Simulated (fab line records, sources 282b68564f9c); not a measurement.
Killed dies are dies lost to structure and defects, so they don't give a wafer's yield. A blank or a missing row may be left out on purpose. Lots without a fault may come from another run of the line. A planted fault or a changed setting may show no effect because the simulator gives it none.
fab line records | flow rit_cmos
record lots=6 wafers=18 last_day=7
route steps=202 shown NWELL@36 PWELL@39 WELLDRIVE@50 NRETRO@53 PRETRO@64 GATE@75 M1@202
lots that met no fault: from a run of the same line without faults
start_h: hours from the record's first day to the start of the lot's first wafer shown | wait_h: hours since the lot's step before | " the same as in the row above | L1.1+2: a row that stands for several wafers | - no value, or no start given | * or withheld: withheld | < > ~ a bound
route shown NAME@n: a module of which the file shows steps, and the number in the route of the first | usual: mean/standard deviation of fault-free wafers | same: alike in all rows | chamber/n: place in a boat | sites: the reading at each site | _std_site: their standard deviation | _edge_site: outer sites' mean less inner sites' | radius_mm: how far each site lies from the wafer's centre | mask NAME#n: copy n | behind: the tool/chamber that last shaped the wafer | hold: why the lot was held/for how many hours/how that ended | device: the transistor (n, p or np) that didn't switch | end of line: the same wafers' tests at the end of the route | a step without rows: its recipe alone | killed: dies lost to structure and defects at the first sort, not the wafer's yield | map: a wafer's dies, x killed, . not, _ none there
set.NAME: the setting as run; set.NAME@STEP: as run at that earlier step | model.NAME: the simulator's own value behind a step, which no gauge read
lots at some steps of the route; a table a step, a row a wafer
services: from which hour (start_h, from the record's first day; less than 0 if before it) a tool's chamber was out of use, for how many hours, and why
## steps
# step RIT_NWELL_IMPLANT_08
# recipe species=P energy_kev=170 dose_cm2=5e+13 tilt_deg=7
# step RIT_NWELL_STRIP_09
# recipe chemistry=O2 time_s=180 resist=NOVOLAK platen_temp_c=withheld power_w=500 pressure_mtorr=4000 o2_flow_sccm=4000
# usual drypump_motor_current_A=5.3/0.41
# same time_s=180
# columns lot.wafer tool chamber start_h wait_h drypump_motor_current_A rf_hours_counter_h
L310.3 plasma_asher-01 1 53.88 0.1 4.8 -
L310.4 " 0 " " 5.4 -
L310.5 " 1 " " 4.8 -
L311.1 plasma_asher-01 1 57.74 0.1 4.8 43
L311.2 " 0 " " 5.4 43
L311.5 " 1 " " 4.8 -
L316.3 plasma_asher-04 0 82.75 0.1 5.6 -
L316.5 " 0 " " 5.6 -
L316.6 " 1 " " 5.5 -
L321.3 plasma_asher-04 1 106.40 0.1 5.5 -
L321.4 " 0 " " 5.6 -
L321.5 " 0 " " 5.6 -
L324.2 plasma_asher-04 0 123.57 0.1 5.5 28
L324.3 " 0 " " 5.6 -
L324.4 " 1 " " 5.5 -
L325.1 plasma_asher-03 0 126.37 0.1 5.0 51
L325.5 " 0 " " 5.0 -
L325.6 " 1 " " 5.9 -
# step RIT_NWELL_TW_MEAS_10
# usual NWELL_TW=2136/28
# columns lot.wafer tool chamber start_h wait_h NWELL_TW
L310.3 film_metro-02 - 54.02 0.1 2123
L310.4 " - " " 2123
L310.5 " - " " 2129
L311.1 film_metro-01 - 57.91 0.1 2111
L311.2 " - " " 2096
L311.5 " - " " 2109
L316.3 film_metro-02 - 82.89 0.1 2120
L316.5 " - " " 2123
L316.6 " - " " 2122
L321.3 film_metro-02 - 106.54 0.1 2160
L321.4 " - " " 2139
L321.5 " - " " 2134
L324.2 film_metro-01 - 123.76 0.1 2106
L324.3 " - " " 2077
L324.4 " - " " 2098
L325.1 film_metro-04 - 126.55 0.1 2183
L325.5 " - " " 2171
L325.6 " - " " 2172
# step RIT_PWELL_HMDS_00
# recipe prime_time_s=60 prime_temp_c=140
# step RIT_PWELL_COAT_01
# recipe resist=NOVOLAK spin_rpm=2000 resist_thk_nm=1300
# step RIT_PWELL_SOFTBAKE_02
# recipe resist=NOVOLAK temp_c=90 time_s=60
# step RIT_PWELL_EXPOSE_03
# recipe mask_id=M3 na=0.57 target_cd_nm=43700 dose_mj=250
# step RIT_PWELL_PEB_04
# recipe resist=NOVOLAK temp_c=withheld time_s=withheld
# step RIT_PWELL_DEVELOP_05
# recipe resist=NOVOLAK develop_time_s=68 dev_temp_c=23
# step RIT_PWELL_OVL_MEAS_06
# usual PWELL_OVL=0.0/1.4
# columns lot.wafer tool chamber start_h wait_h PWELL_OVL[nm]
L310.3 overlay-01 - 55.21 - 2.1
L310.4 " - " " 2.2
L310.5 " - " " 2.8
L311.1 overlay-02 - 58.98 - -0.8
L311.2 " - " " -1.9
L311.5 " - " " -1.7
L316.3 overlay-01 - 84.10 - 0.4
L316.5 " - " " 1.1
L316.6 " - " " 0.2
L321.3 overlay-02 - 107.69 - -2.0
L321.4 " - " " -0.8
L321.5 " - " " -2.1
L324.2 overlay-01 - 124.82 - -0.5
L324.3 " - " " -1.3
L324.4 " - " " -0.5
L325.1 overlay-02 - 127.72 - -0.8
L325.5 " - " " -0.1
L325.6 " - " " -0.8
# step RIT_PWELL_HARDBAKE_07
# recipe resist=NOVOLAK temp_c=140 time_s=120
# step RIT_PWELL_IMPLANT_08
# recipe species=B energy_kev=170 dose_cm2=7e+13 tilt_deg=7
# step RIT_PWELL_STRIP_09
# recipe chemistry=O2 time_s=180 resist=NOVOLAK platen_temp_c=withheld power_w=500 pressure_mtorr=4000 o2_flow_sccm=3934
# usual drypump_motor_current_A=5.3/0.45
# same time_s=180
# columns lot.wafer tool chamber start_h wait_h drypump_motor_current_A rf_hours_counter_h
L310.3 plasma_asher-03 0 55.70 0.1 4.9 -
L310.4 " 1 " " 5.9 -
L310.5 " 1 " " 5.9 -
L311.1 plasma_asher-03 1 59.42 0.1 5.9 45
L311.2 " 0 " " 5.0 45
L311.5 " 1 " " 5.9 -
L316.3 plasma_asher-03 0 84.58 0.1 5.0 -
L316.5 " 1 " " 5.9 -
L316.6 " 0 " " 5.0 -
L321.3 plasma_asher-01 1 108.17 0.1 4.8 -
L321.4 " 0 " " 5.4 -
L321.5 " 1 " " 4.8 -
L324.2 plasma_asher-01 1 125.25 0.1 4.8 52
L324.3 " 0 " " 5.4 -
L324.4 " 1 " " 4.8 -
L325.1 plasma_asher-01 1 128.32 0.1 4.8 52
L325.5 " 0 " " 5.4 -
L325.6 " 1 " " 4.8 -
# step RIT_PWELL_TW_MEAS_10
# usual PWELL_TW=946/9.8
# columns lot.wafer tool chamber start_h wait_h PWELL_TW
L310.3 film_metro-02 - 55.83 0.1 941
L310.4 " - " " 940
L310.5 " - " " 949
L311.1 film_metro-02 - 59.59 0.1 951
L311.2 " - " " 954
L311.5 " - " " 952
L316.3 film_metro-02 - 84.72 0.1 943
L316.5 " - " " 947
L316.6 " - " " 945
L321.3 film_metro-01 - 108.31 0.1 936
L321.4 " - " " 934
L321.5 " - " " 933
L324.2 film_metro-01 - 125.44 0.1 931
L324.3 " - " " 938
L324.4 " - " " 931
L325.1 film_metro-01 - 128.50 0.1 936
L325.5 " - " " 931
L325.6 " - " " 932
# step RIT_WELLDRIVE_ANNEAL_00
# recipe temp_c=1100 time_s=14700 ambient=N2
# step RIT_WELLDRIVE_RS_MEAS_01
# recipe thk_meas_gauge=four-point-probe
# usual NWELL_RS=275.4/0.82
# columns lot.wafer tool chamber start_h wait_h NWELL_RS[ohm/sq]
L310.3 film_metro-01 - 62.18 0.0 275.5
L310.4 " - " " 275.8
L310.5 " - " " 276.3
L311.1 film_metro-01 - 64.80 0.0 275.4
L311.2 " - " " 275.0
L311.5 " - " " 276.3
L316.3 film_metro-01 - 89.88 0.0 276.4
L316.5 " - " " 275.7
L316.6 " - " " 275.7
L321.3 film_metro-01 - 114.05 0.0 275.0
L321.4 " - " " 275.3
L321.5 " - " " 275.6
L324.2 film_metro-02 - 130.59 0.0 274.3
L324.3 " - " " 276.3
L324.4 " - " " 275.2
L325.1 film_metro-04 - 133.64 0.0 274.5
L325.5 " - " " 275.2
L325.6 " - " " 274.4
# step RIT_WELLDRIVE_RS_MEAS_02
# recipe thk_meas_gauge=four-point-probe
# usual PWELL_RS=429.1/1.3
# columns lot.wafer tool chamber start_h wait_h PWELL_RS[ohm/sq]
L310.3 film_metro-01 - 62.30 0.1 430.8
L310.4 " - " " 431.5
L310.5 " - " " 432.5
L311.1 film_metro-01 - 64.92 0.1 428.6
L311.2 " - " " 428.7
L311.5 " - " " 429.1
L316.3 film_metro-01 - 90.00 0.1 429.0
L316.5 " - " " 429.1
L316.6 " - " " 429.3
L321.3 film_metro-01 - 114.17 0.1 429.7
L321.4 " - " " 430.4
L321.5 " - " " 431.8
L324.2 film_metro-02 - 130.71 0.1 429.5
L324.3 " - " " 427.2
L324.4 " - " " 428.5
L325.1 film_metro-04 - 133.76 0.1 430.6
L325.5 " - " " 430.0
L325.6 " - " " 428.7
# step RIT_NRETRO_HMDS_00
# recipe prime_time_s=60 prime_temp_c=140
# step RIT_NRETRO_COAT_01
# recipe resist=NOVOLAK spin_rpm=2000 resist_thk_nm=1300
# step RIT_NRETRO_SOFTBAKE_02
# recipe resist=NOVOLAK temp_c=90 time_s=60
# step RIT_NRETRO_EXPOSE_03
# recipe mask_id=M4 na=0.57 target_cd_nm=43900 dose_mj=250
# step RIT_NRETRO_PEB_04
# recipe resist=NOVOLAK temp_c=withheld time_s=withheld
# step RIT_NRETRO_DEVELOP_05
# recipe resist=NOVOLAK develop_time_s=68 dev_temp_c=23
# step RIT_NRETRO_OVL_MEAS_06
# usual NRETRO_OVL=-1.4/1.1
# columns lot.wafer tool chamber start_h wait_h NRETRO_OVL[nm]
L310.3 overlay-01 - 63.39 - -0.5
L310.4 " - " " -0.6
L310.5 " - " " -1.6
L311.1 overlay-02 - 65.92 - -0.3
L311.2 " - " " -0.8
L311.5 " - " " -2.0
L316.3 overlay-01 - 90.98 - -1.1
L316.5 " - " " -1.3
L316.6 " - " " -0.9
L321.3 overlay-02 - 115.52 - -0.9
L321.4 " - " " 0.3
L321.5 " - " " -1.0
L324.2 overlay-01 - 131.82 - -2.6
L324.3 " - " " -1.0
L324.4 " - " " -2.6
L325.1 overlay-02 - 134.76 - -2.6
L325.5 " - " " -2.3
L325.6 " - " " -1.9
# step RIT_NRETRO_HARDBAKE_07
# recipe resist=NOVOLAK temp_c=140 time_s=120
# step RIT_NRETRO_IMPLANT_08
# recipe species=P energy_kev=70 dose_cm2=9.825e+12 tilt_deg=7
# step RIT_NRETRO_STRIP_09
# recipe chemistry=O2 time_s=180 resist=NOVOLAK platen_temp_c=withheld power_w=500 pressure_mtorr=4000 o2_flow_sccm=4000
# usual drypump_motor_current_A=5.5/0.42
# same time_s=180
# columns lot.wafer tool chamber start_h wait_h drypump_motor_current_A rf_hours_counter_h
L310.3 plasma_asher-04 0 63.88 0.1 5.6 -
L310.4 " 1 " " 5.5 -
L310.5 " 0 " " 5.6 -
L311.1 plasma_asher-02 0 66.35 0.1 5.9 41
L311.2 " 1 " " 6.0 41
L311.5 " 1 " " 6.0 -
L316.3 plasma_asher-02 1 91.46 0.1 6.0 -
L316.5 " 1 " " 6.0 -
L316.6 " 0 " " 5.9 -
L321.3 plasma_asher-01 0 116.00 0.1 5.4 -
L321.4 " 1 " " 4.8 -
L321.5 " 0 " " 5.4 -
L324.2 plasma_asher-02 0 132.25 0.1 5.9 1
L324.3 " 1 " " 6.0 -
L324.4 " 0 " " 5.9 -
L325.1 plasma_asher-04 0 135.20 0.1 5.5 29
L325.5 " 1 " " 5.5 -
L325.6 " 0 " " 5.6 -
# step RIT_NRETRO_TW_MEAS_10
# usual NRETRO_TW=1047/7.6
# columns lot.wafer tool chamber start_h wait_h NRETRO_TW
L310.3 film_metro-02 - 64.01 0.1 1036
L310.4 " - " " 1040
L310.5 " - " " 1037
L311.1 film_metro-02 - 66.53 0.1 1040
L311.2 " - " " 1043
L311.5 " - " " 1041
L316.3 film_metro-04 - 91.60 0.1 1052
L316.5 " - " " 1051
L316.6 " - " " 1051
L321.3 film_metro-04 - 116.14 0.1 1047
L321.4 " - " " 1054
L321.5 " - " " 1044
L324.2 film_metro-03 - 132.43 0.1 1063
L324.3 " - " " 1054
L324.4 " - " " 1055
L325.1 film_metro-02 - 135.37 0.1 1040
L325.5 " - " " 1042
L325.6 " - " " 1038
# step RIT_PRETRO_HMDS_00
# recipe prime_time_s=60 prime_temp_c=140
# step RIT_PRETRO_COAT_01
# recipe resist=NOVOLAK spin_rpm=2000 resist_thk_nm=1300
# step RIT_PRETRO_SOFTBAKE_02
# recipe resist=NOVOLAK temp_c=90 time_s=60
# step RIT_PRETRO_EXPOSE_03
# recipe mask_id=M5 na=0.57 target_cd_nm=43700 dose_mj=250
# step RIT_PRETRO_PEB_04
# recipe resist=NOVOLAK temp_c=withheld time_s=withheld
# step RIT_PRETRO_DEVELOP_05
# recipe resist=NOVOLAK develop_time_s=68 dev_temp_c=23
# step RIT_PRETRO_OVL_MEAS_06
# usual PRETRO_OVL=-0.9/1.3
# columns lot.wafer tool chamber start_h wait_h PRETRO_OVL[nm]
L310.3 overlay-01 - 64.94 - -1.3
L310.4 " - " " -2.2
L310.5 " - " " -0.1
L311.1 overlay-01 - 67.47 - 0.2
L311.2 " - " " -1.1
L311.5 " - " " -1.0
L316.3 overlay-02 - 92.74 - -1.4
L316.5 " - " " -1.3
L316.6 " - " " -1.3
L321.3 overlay-01 - 117.19 - 0.4
L321.4 " - " " -1.5
L321.5 " - " " 0.1
L324.2 overlay-01 - 133.50 - -1.8
L324.3 " - " " -1.1
L324.4 " - " " 0.0
L325.1 overlay-01 - 136.31 - 0.3
L325.5 " - " " -0.1
L325.6 " - " " -1.7
# step RIT_PRETRO_HARDBAKE_07
# recipe resist=NOVOLAK temp_c=140 time_s=120
# step RIT_PRETRO_IMPLANT_08
# recipe species=B energy_kev=45 dose_cm2=1.2e+13 tilt_deg=7
# step RIT_PRETRO_STRIP_09
# recipe chemistry=O2 time_s=180 resist=NOVOLAK platen_temp_c=withheld power_w=491.1 pressure_mtorr=4000 o2_flow_sccm=4000
# usual drypump_motor_current_A=5.6/0.38
# same time_s=180
# columns lot.wafer tool chamber start_h wait_h drypump_motor_current_A rf_hours_counter_h
L310.3 plasma_asher-03 1 65.43 0.1 5.9 -
L310.4 " 0 " " 5.0 -
L310.5 " 1 " " 5.9 -
L311.1 plasma_asher-02 1 67.90 0.1 6.0 41
L311.2 " 0 " " 5.9 41
L311.5 " 1 " " 6.0 -
L316.3 plasma_asher-02 1 93.22 0.1 6.0 -
L316.5 " 1 " " 6.0 -
L316.6 " 0 " " 5.9 -
L321.3 plasma_asher-04 0 117.68 0.1 5.6 -
L321.4 " 1 " " 5.5 -
L321.5 " 0 " " 5.6 -
L324.2 plasma_asher-02 1 133.93 0.1 6.0 2
L324.3 " 0 " " 5.9 -
L324.4 " 1 " " 6.0 -
L325.1 plasma_asher-03 0 136.75 0.1 4.9 52
L325.5 " 0 " " 4.9 -
L325.6 " 1 " " 5.9 -
# step RIT_PRETRO_TW_MEAS_10
# usual PRETRO_TW=474/5
# columns lot.wafer tool chamber start_h wait_h PRETRO_TW
L310.3 film_metro-01 - 65.56 0.1 465
L310.4 " - " " 466
L310.5 " - " " 467
L311.1 film_metro-02 - 68.08 0.1 472
L311.2 " - " " 475
L311.5 " - " " 471
L316.3 film_metro-03 - 93.36 0.1 477
L316.5 " - " " 476
L316.6 " - " " 478
L321.3 film_metro-02 - 117.81 0.1 472
L321.4 " - " " 477
L321.5 " - " " 475
L324.2 film_metro-03 - 134.11 0.1 484
L324.3 " - " " 482
L324.4 " - " " 482
L325.1 film_metro-02 - 136.93 0.1 472
L325.5 " - " " 472
L325.6 " - " " 473
# step RIT_GATE_WET_ETCH_00
# recipe chemistry=BOE target=SiO2 target_depth_nm=56 time_s=60 dry=n2_spin dilution=10:1 temp_c=21.5
# step RIT_GATE_CLEAN_01
# recipe chemistry=SC1 mix=3:3:50 time_s=600 temp_c=75
# step RIT_GATE_CLEAN_02
# recipe chemistry=dHF dilution=50:1 time_s=30
# step RIT_M1_PROBE_99
# usual killed_at_front_end=6.6/2.9 killed_dies=6.6/3 killed_open=3.4/2 killed_short=3.2/2
# same gross_dies=264 killed_at_M0_to_M3=0 killed_at_M4_up=0 killed_at_back_side=0 killed_at_contacts=0 killed_at_other=0
# columns lot.wafer tool chamber start_h wait_h killed_at_front_end killed_dies killed_open killed_short
L310.3 prober-02 - 91.16 0.2 4 4 1 3
L310.4 prober-02 - 91.21 0.2 3 3 1 2
L310.5 prober-02 - 91.26 0.2 8 8 3 5
L311.1 prober-01 - 94.04 0.1 44 44 2 2
L311.2 prober-01 - 94.09 0.1 6 6 3 3
L311.5 prober-01 - 94.24 0.2 40 40 2 3
L316.5 prober-02 - 124.03 0.2 46 46 3 1
L321.3 prober-01 - 143.64 0.2 7 7 2 5
L321.4 prober-01 - 143.69 0.2 7 7 5 2
L321.5 prober-01 - 143.74 0.2 9 9 5 4
# killed by level:class
L310.3 GATE:geometric_particle:short=3 GATE:geometric_particle:open=1
L310.4 GATE:geometric_particle:short=1 GATE:geometric_particle:open=1 SILICIDE:geometric_particle:short=1
L310.5 FOX1:geometric_particle:short=2 GATE:geometric_particle:open=2 SPACER:geometric_particle:short=2 FOX2:geometric_particle:open=1 GATE:geometric_particle:short=1
L311.1 PWELL:unspecified=40 SPACER:geometric_particle:open=2 FOX2:geometric_particle:short=1 SPACER:geometric_particle:short=1
L311.2 SILICIDE:geometric_particle:open=3 SPACER:geometric_particle:short=2 SILICIDE:geometric_particle:short=1
L311.5 PWELL:unspecified=35 SPACER:geometric_particle:short=2 GATE:geometric_particle:short=1 REOX:geometric_particle:open=1 SILICIDE:geometric_particle:open=1
L316.5 PWELL:unspecified=42 FOX1:geometric_particle:open=1 GATE:geometric_particle:short=1 REOX:geometric_particle:open=1 SILICIDE:geometric_particle:open=1
L321.3 GATE:geometric_particle:short=4 GATE:geometric_particle:open=1 REOX:geometric_particle:short=1 SILICIDE:geometric_particle:open=1
L321.4 GATE:geometric_particle:open=3 FOX1:geometric_particle:short=1 REOX:geometric_particle:open=1 SILICIDE:geometric_particle:open=1 SILICIDE:geometric_particle:short=1
L321.5 GATE:geometric_particle:open=4 FOX1:geometric_particle:short=2 REOX:geometric_particle:short=1 REOX:geometric_particle:open=1 SILICIDE:geometric_particle:short=1
# map L311.1 (x killed, . not)
________......._______
_____.............____
____........x......___
___.................__
__..................._
__..................._
_.....................
_.....................
_....x.xxx............
_.....xxxxx.x.........
__.xxxxxxxxx........._
__...xxxxxxxx....x..._
___.xxxxxxxx........__
____..xxxxxx.......___
_____.x...........____
________......._______
# map L316.5 (x killed, . not)
________......._______
_____.............____
____...............___
___.................__
__..................._
__..................._
_.....................
_......x..............
_x.....x.xx...........
_....xxxxxx...........
__...xxxxxxx.......x._
__..xxxxxxxxx....x..._
___x.xxxxxx.x.......__
____.xxxxxx.x......___
_____.xx..........____
________......._______
## services
# columns tool chamber start_h hours kind
plasma_asher-04 - 33.20 1.2 repair
plasma_asher-02 - 43.47 2.2 repair
plasma_asher-03 - 68.20 8.0 repair
plasma_asher-04 - 69.16 10.0 pm
plasma_asher-01 - 90.33 1.3 repair
plasma_asher-04 - 95.39 2.0 repair
plasma_asher-02 - 108.75 9.0 pm
plasma_asher-02 0 108.75 9.0 vent_cycle
plasma_asher-02 1 108.75 9.0 vent_cycle
plasma_asher-02 0 117.75 - clean
plasma_asher-02 1 117.75 - clean
plasma_asher-02 - 135.05 4.4 repair
## key
first_sign step=RIT_M1_PROBE_99 reading=killed_at_front_end direction=up sigmas=12 usual=6.6 struck=43.3
effect step=RIT_M1_PROBE_99 reading=killed_dies direction=up sigmas=12 usual=6.6 struck=43.3
met_at RIT_PWELL_STRIP_09
struck_wafers L311.1,L311.5,L316.5
tester_left_out L311,L316
onset_between 55.70 59.42
fault kind=chamber_particle_source tool=plasma_asher-03 chamber=1 onset_h=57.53 steps=RIT_PWELL_STRIP_09 rate_per_visit_cm2=1.9744 end_h=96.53
# tester_left_out: of these lots the tester's yield and bins aren't shown, on N5 and GAA mostly nor the transistor test; their killed dies are dies lost to structure and defects alone, not to doping, threshold or leakage, so they don't give the yield
